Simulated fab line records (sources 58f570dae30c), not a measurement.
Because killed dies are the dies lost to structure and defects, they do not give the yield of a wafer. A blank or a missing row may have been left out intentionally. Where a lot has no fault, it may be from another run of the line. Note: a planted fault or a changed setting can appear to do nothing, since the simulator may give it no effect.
What tool caused it?	flow berkeleyCmos170	Sampling: 14 lots, 42 wafers, 6 of 331 route steps

## WHAT THE GAUGES READ, wafer by wafer
UCB170_M1_RS_MEAS_01: measures by four-point-probe. Usual: for M1_AL_RS the level is 0.0485 ohm/sq and the standard deviation is 0.00052.
lot	measured	on	M1_AL_RS (ohm/sq)	flag
L804	day 7 14:52	filmMetro-02	0.0475 0.0484 0.0474	
L806	day 8 02:08	filmMetro-04	0.0481 0.0482 0.0490	
L805	day 8 02:22	filmMetro-02	0.0484 0.0487 0.0487	
L808	day 8 21:57	filmMetro-02	0.0501 0.0491 0.0498	
L813	day 9 07:23	filmMetro-03	0.0490 0.0284 0.0484 0.0490 0.0285 0.0486	OFF
L819	day 10 10:19	filmMetro-02	0.0488 0.0484 0.0479	
L817	day 10 12:33	filmMetro-04	0.0478 0.0481 0.0484	
L816	day 10 12:48	filmMetro-02	0.0482 0.0482 0.0492	
L815	day 10 13:28	filmMetro-03	0.0283 0.0481 0.0485 0.0284 0.0482 0.0485	OFF
L818	day 10 13:52	filmMetro-02	0.0493 0.0494 0.0484	
L822	day 11 10:51	filmMetro-02	0.0485 0.0485 0.0487	
L823	day 11 11:34	filmMetro-02	0.0481 0.0493 0.0479	
L825	day 11 23:01	filmMetro-02	0.0485 0.0480 0.0476	
L827	day 12 09:38	filmMetro-04	0.0488 0.0484 0.0488	

UCB170_M1_THK_MEAS_02: measures by xrf. Usual: for M1_AL_THK the level is 601 nm and the standard deviation is 6.9.
lot	measured	on	M1_AL_THK (nm)	flag
L804	day 7 14:59	filmMetro-02	618 606 614	
L806	day 8 02:14	filmMetro-04	603 597 593	
L805	day 8 02:28	filmMetro-02	600 602 599	
L808	day 8 22:04	filmMetro-02	586 595 585	
L813	day 9 11:07	filmMetro-03	592 1014 602 593 1015 601	OFF
L819	day 10 10:26	filmMetro-02	602 607 609	
L817	day 10 12:40	filmMetro-04	610 604 601	
L816	day 10 12:55	filmMetro-02	608 607 595	
L815	day 10 15:33	filmMetro-03	1030 609 602 1029 610 608	OFF
L818	day 10 13:59	filmMetro-02	592 593 606	
L822	day 11 10:58	filmMetro-02	602 603 602	
L823	day 11 11:41	filmMetro-02	607 596 607	
L825	day 11 23:08	filmMetro-02	607 611 613	
L827	day 12 09:46	filmMetro-04	590 599 590	

UCB170_M1_CD_MEAS_09 targets a cd of 700 nm. Usual: cdNm at 699.7 nm, with a standard deviation of 1.5.
lot	measured	on	cdNm (nm)	flag
L804	day 7 16:13	cdSem-02	699.1 700.1 699.9	
L806	day 8 03:10	cdSem-01	699.9 701.4 699.1	
L805	day 8 03:25	cdSem-02	700.2 702.3 701.6	
L808	day 8 23:07	cdSem-02	698.8 697.1 698.4	
L813	day 9 20:31	cdSem-02	701.0 701.6 699.7	
L819	day 10 11:57	cdSem-02	697.9 698.5 698.8	
L817	day 10 13:47	cdSem-02	697.1 698.5 697.5	
L816	day 10 14:29	cdSem-02	699.6 699.8 699.0	
L815	day 10 21:28	cdSem-01	697.9 697.4 697.3	
L818	day 10 15:04	cdSem-01	700.5 700.6 700.1	
L822	day 11 12:04	cdSem-02	703.2 703.5 702.7	
L823	day 11 12:43	cdSem-01	700.5 700.5 699.9	
L825	day 12 00:13	cdSem-01	698.5 697.2 699.4	
L827	day 12 10:44	cdSem-02	699.3 700.5 700.2	

## WHICH TOOL RAN EACH LOT (tool, then ch and the chambers of the sampled wafers, then the start)
lot	UCB170_CONTACT_RTA_08	UCB170_CONTACT_ETCH_18	UCB170_M1_SPUTTER_00
L804	rtpAnneal-02 ch 0, day 7 13:10	rieDiel-01 ch 2,3, day 7 14:49 or earlier	pvdSputter-02, day 7 14:49
L806	rtpAnneal-01 ch 0, day 7 23:53	rieDiel-03 ch 1,2,3, day 8 02:02 or earlier	pvdSputter-02, day 8 02:02
L805	rtpAnneal-02 ch 0, day 7 23:56	rieDiel-01 ch 0,1,2, day 8 02:17 or earlier	pvdSputter-03, day 8 02:17
L808	rtpAnneal-02 ch 0, day 8 18:31	rieDiel-03 ch 1,3, day 8 21:53 or earlier	pvdSputter-04, day 8 21:53
L813	rtpAnneal-01 ch 0, day 9 05:41	rieDiel-03 ch 1,2,3, day 9 07:18 or earlier	pvdSputter-03, day 9 07:18
L819	rtpAnneal-02 ch 0, day 10 08:30	rieDiel-04 ch 0,1,3, day 10 10:14 or earlier	pvdSputter-02, day 10 10:14
L817	rtpAnneal-02 ch 0, day 10 10:31	rieDiel-04 ch 0,1,3, day 10 12:28 or earlier	pvdSputter-04, day 10 12:28
L816	rtpAnneal-01 ch 0, day 10 10:40	rieDiel-03 ch 0,1,3, day 10 12:44 or earlier	pvdSputter-02, day 10 12:44
L815	rtpAnneal-02 ch 0, day 10 10:44	rieDiel-01 ch 1,3, day 10 13:22 or earlier	pvdSputter-03, day 10 13:22
L818	rtpAnneal-01 ch 0, day 10 10:57	rieDiel-03 ch 0,1,2, day 10 13:49 or earlier	pvdSputter-04, day 10 13:49
L822	rtpAnneal-01 ch 0, day 11 08:57	rieDiel-03 ch 2,3, day 11 10:47 or earlier	pvdSputter-04, day 11 10:47
L823	rtpAnneal-02 ch 0, day 11 08:59	rieDiel-04 ch 1,2,3, day 11 11:30 or earlier	pvdSputter-02, day 11 11:30
L825	rtpAnneal-02 ch 0, day 11 21:02	rieDiel-04 ch 0,1,3, day 11 22:58 or earlier	pvdSputter-02, day 11 22:58
L827	rtpAnneal-02 ch 0, day 12 07:50	rieDiel-01 ch 2,3, day 12 09:34 or earlier	pvdSputter-04, day 12 09:34
- UCB170_CONTACT_RTA_08: time 10 s.
- UCB170_CONTACT_ETCH_18: etches PSG in CHF3/CF4/Ar, stops on TiSi2, target depth 840 nm, time 195 s.
- UCB170_M1_SPUTTER_00: material Al, target thk 600 nm, time 80 s.

## WHAT THE TOOLS THEMSELVES READ (means of the sampled wafers that have a number; where no wafer has one, the mark that the record gives instead)
UCB170_CONTACT_RTA_08. Usual: lampPowerPct 23.3 %, standard deviation 0.59; wafer_temp_C_max 904.3, standard deviation 1.1.
lot	tool	lampPowerPct (%)	wafer_temp_C_max	flag
L804	rtpAnneal-02	23.8	903.7	
L806	rtpAnneal-01	22.6	903.2	
L805	rtpAnneal-02	23.8	904.6	
L808	rtpAnneal-02	23.8	905.0	
L813	rtpAnneal-01	22.6	902.8	
L819	rtpAnneal-02	23.8	904.4	
L817	rtpAnneal-02	23.8	904.8	
L816	rtpAnneal-01	22.6	904.7	
L815	rtpAnneal-02	23.8	905.0	
L818	rtpAnneal-01	22.6	903.0	
L822	rtpAnneal-01	22.6	903.7	
L823	rtpAnneal-02	23.8	905.1	
L825	rtpAnneal-02	23.8	905.4	
L827	rtpAnneal-02	23.8	904.8	

UCB170_CONTACT_ETCH_18. Usual: drypumpMotorCurrentA 5.7 A, standard deviation 0.5; oesProductAu 0.893 a.u., standard deviation 0.018; throttleValvePct 6.90 %, standard deviation 0.12.
lot	tool	drypumpMotorCurrentA (A)	oesProductAu (a.u.)	throttleValvePct (%)	flag
L804	rieDiel-01	6.0	0.874	6.92	
L806	rieDiel-03	6.0	0.888	6.81	
L805	rieDiel-01	6.0	0.882	6.85	
L808	rieDiel-03	5.8	0.870	6.89	
L813	rieDiel-03	6.0	0.897	6.81	
L819	rieDiel-04	5.6	0.896	7.00	
L817	rieDiel-04	5.6	0.895	7.01	
L816	rieDiel-03	5.7	0.883	6.86	
L815	rieDiel-01	5.7	0.879	6.90	
L818	rieDiel-03	5.9	0.906	6.80	
L822	rieDiel-03	5.9	0.913	6.81	
L823	rieDiel-04	5.6	0.895	7.01	
L825	rieDiel-04	5.6	0.897	6.99	
L827	rieDiel-01	6.0	0.868	6.92	

UCB170_M1_SPUTTER_00. Usual: cathodeDcPowerW 6000.1 W, standard deviation 1.2; throttleValvePct 30.0 %, standard deviation 1.4.
lot	tool	cathodeDcPowerW (W)	throttleValvePct (%)	flag
L804	pvdSputter-02	5999.8	27.7	
L806	pvdSputter-02	6000.7	28.4	
L805	pvdSputter-03	5999.6	30.4	
L808	pvdSputter-04	5999.9	31.1	
L813	pvdSputter-03	6001.4	29.7	
L819	pvdSputter-02	6002.0	28.2	
L817	pvdSputter-04	5999.5	31.3	
L816	pvdSputter-02	6000.3	28.4	
L815	pvdSputter-03	6000.8	30.1	
L818	pvdSputter-04	6000.7	31.3	
L822	pvdSputter-04	6000.5	31.3	
L823	pvdSputter-02	6000.0	27.9	
L825	pvdSputter-02	5999.6	28.5	
L827	pvdSputter-04	6000.0	31.0	

## THE ANSWER, worked out from the rows above alone
Rule: a lot is off if the mean of its wafers that have a number lies more than 3 standard deviations from the usual mean. A lot without any number at a reading at which 4 lots or more have one is off too. The other lots that the step has rows for count as sound. First the gauges in route order, then the tools' own readings, where a lot's mean is used as printed above. At the first step where some lot is off, the reading lying furthest off is the one used; lots without a number count as furthest.
Off: L813, L815, at UCB170_M1_RS_MEAS_01 (M1_AL_RS).
If a tool, at a process step before that reading, ran all the lots that are off and no sound lot after the first of them, it fits. The gauges at UCB170_M1_RS_MEAS_01 are tried like those tools. UCB170_CONTACT_ETCH_18: start missing for some lots; hours and lot order therefore follow UCB170_M1_SPUTTER_00. Can't be told from this: 2 tools fit, pvdSputter-03 at UCB170_M1_SPUTTER_00, filmMetro-03 at UCB170_M1_RS_MEAS_01.

## WHAT WAS PUT IN BY THE SIMULATOR
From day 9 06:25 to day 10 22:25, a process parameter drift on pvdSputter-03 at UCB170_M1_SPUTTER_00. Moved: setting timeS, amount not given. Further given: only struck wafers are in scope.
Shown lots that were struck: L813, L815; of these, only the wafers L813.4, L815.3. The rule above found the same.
